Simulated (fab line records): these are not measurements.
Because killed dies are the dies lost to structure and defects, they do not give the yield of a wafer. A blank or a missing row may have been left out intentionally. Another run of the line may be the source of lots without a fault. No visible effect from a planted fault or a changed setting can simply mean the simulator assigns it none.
Comparing a struck lot with a sound one | flow rit_cmos | 11 steps out of a route of 202
Sound: wafers L295.1, L295.4, L295.6. Wafers L305.3, L305.4, L305.5 were the ones struck. The cause is given at the end.
Per side, at each step with rows, come the tool, then ch with its chambers, and then its first start. Under that, the readings that differ: sound wafers | struck wafers | difference of the means | sigmas: that difference in standard deviations of wafers without a fault.
alike: readings whose means differ by less than 2 such deviations, and words and numbers that are the same on both sides. not compared: withheld readings, readings that some wafer has no value for, bounds like >300 that may hide the same value, and numbers for which the record gives no deviation and whose values overlap.
Wherever a step has rows on one side only, a row that says differs or no value, or a row with sigmas, the two part there. When numbers do not overlap yet have no deviation, they are printed without sigmas and do not part them. A reading that every wafer of one side lacks parts them only if that side has two wafers or more.

RIT_ACTIVE_BOW_MEAS_00:
  sound: film_metro-01 at day 1 15:00; struck: film_metro-01 at day 3 17:02
  alike: INCOMING_BOW
then, 1 step without rows for these wafers: RIT_ACTIVE_OXIDATION_01 (target thk 46.8 nm, ox time 3360 s).
RIT_ACTIVE_THK_MEAS_02:
  sound: film_metro-03 at day 1 17:03; struck: film_metro-03 at day 3 19:16
  alike: ACTIVE_OXIDE_THK
then, 1 step without rows for these wafers: RIT_ACTIVE_CVD_03 (deposits Si3N4 from SiH2Cl2/NH3, target thk 150 nm, time 1500 s).
RIT_ACTIVE_THK_MEAS_04:
  sound: film_metro-03 at day 1 18:32; struck: film_metro-02 at day 3 20:45
  reading                 | sound             | struck            | difference | sigmas
  ACTIVE_NITRIDE_THK (nm) | 152.8 153.2 151.6 | 149.8 150.2 149.2 | -2.8       | -2
then, 3 steps without rows for these wafers: RIT_ACTIVE_HMDS_05 (prime time 60 s); RIT_ACTIVE_COAT_06 (resist thk 1000 nm); RIT_ACTIVE_SOFTBAKE_07 (time 60 s).
RIT_ACTIVE_EXPOSE_08: exposes mask M1, target cd 1400 nm.
  sound on iline_stepper-02 ch 0, day 1 19:10; struck on iline_stepper-02 ch 0, day 3 21:25
  reading              | sound                | struck               | difference | sigmas
  exposure_dose_mJ_cm2 | 224.97 224.96 224.63 | 220.28 220.15 220.30 | -4.61      | -22
  alike: mask, stage_vel_mm_s
after that, 1 step had no rows for these wafers: RIT_ACTIVE_PEB_09.
RIT_M1_PROBE_99:
  rows exist in the record for the sound wafers here (prober-02, day 3 13:41), none for the struck ones

== WHERE THEY PART ==
At RIT_ACTIVE_THK_MEAS_04 first; at RIT_M1_PROBE_99 last (within this record only).

WHY: the cause the simulator had injected
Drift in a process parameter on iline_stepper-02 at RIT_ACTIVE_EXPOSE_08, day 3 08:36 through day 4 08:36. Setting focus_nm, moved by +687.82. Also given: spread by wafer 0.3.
